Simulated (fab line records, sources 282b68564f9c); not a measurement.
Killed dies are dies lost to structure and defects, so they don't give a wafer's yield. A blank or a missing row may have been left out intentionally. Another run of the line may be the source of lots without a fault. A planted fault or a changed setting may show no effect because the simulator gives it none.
8D (eight disciplines) problem report, filled in by code | flow rit-cmos | the parts of the form that need people (team, actions taken, sign-off) are left out

## 1. WHAT WENT WRONG
run-length-s at RIT_SPACER_ETCHBACK_05 reads a mean of 363.0 s on 2 wafers of 2 lots; wafers without a fault read 268.3 s with a standard deviation of 0.49. That is +99 or more standard deviations from the usual mean.
The step: etches Si3N4 in SF6/CHF3, stops on SiO2, target depth 250 nm, time 240 s.
Seen first at day 5 09:32 on rie-diel-03, wafer L508.1. At this step, 42 wafers from 14 lots have a number in the record. By rule, "out" or "out of limits" means more than 4 standard deviations away from the usual mean. All remaining wafers that have a number are taken as sound.

## 2. WHAT IT IS; WHAT IT IS NOT
question                    | is                           | is not
which readings at this step | run-length-s, oes-product-au | CHF3_flow_sccm, drypump-motor-current-A, throttle-valve-pct
which lots                  | L508, L510                   | L496, L497, L498, L499, L500, L501, L503, L505, L512, L515, L516, L519
which wafers of those lots  | L508.1, L510.3               | L508.2, L508.5, L510.1, L510.4
read on which tools         | rie-diel-03                  | rie-diel-02, rie-diel-04
when                        | from day 5 09:32             | up to then (26 sound wafers); but 14 sound wafers of L510, L512, L515, L516, L519 came after

## 3. SUSPECTS, AND WHAT RULES EACH OUT
Counting: if a tool at a process step up to the reading ran every lot that is out, it stays a suspect. Sound lots after the first of them don't rule it out here, since some wafers of a struck lot are sound.
- rie-diel-03 at RIT_SPACER_ETCHBACK_05 (etches Si3N4 in SF6/CHF3, stops on SiO2, target depth 250 nm, time 240 s): kept. It processed each lot that is out (first: L508, day 5 09:32); up to then, its last sound lot is L503 (day 4 09:38). Its own readings are out on those wafers: oes-product-au, run-length-s.
- rie-diel-03, RIT_SPACER_ETCHBACK_05: wafers that are out in chamber 1, sound lot-mates in chambers 0, 2, 3.
Remaining after the count: rie-diel-03 at RIT_SPACER_ETCHBACK_05.

## 4. THE CAUSE (what the simulator had put in)
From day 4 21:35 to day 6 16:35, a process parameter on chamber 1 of rie-diel-03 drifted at RIT_SPACER_ETCHBACK_05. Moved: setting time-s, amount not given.
This tool alone remained once counting was done.

## 5. SEQUENCE OF EFFECTS, ordered by route
Each row: a reading whose mean over the struck wafers that have a number lies more than 3 standard deviations from the usual. Only readings for which the record gives a usual standard deviation are gone through. hours: the time from each lot's start at the first step in this table that gives one to its start at this step, as a median over the lots. sigmas: the change in usual standard deviations.
hours | step                   | reading        | usual      | on struck wafers | change | sigmas
0     | RIT_SPACER_ETCHBACK_05 | oes-product-au | 0.862 a.u. | 0.691            | -0.171 | -12
0     | RIT_SPACER_ETCHBACK_05 | run-length-s   | 268.3 s    | 363.0            | +94.7  | +99 or more
It contains these process steps:
- RIT_SPACER_ETCHBACK_05: etches Si3N4 in SF6/CHF3, stops on SiO2, target depth 250 nm, time 240 s.

## 6. WHAT WOULD HAVE CAUGHT IT SOONER
The fault began at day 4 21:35; the first out-of-limits reading in this record came at day 5 09:32, 12 hours later.
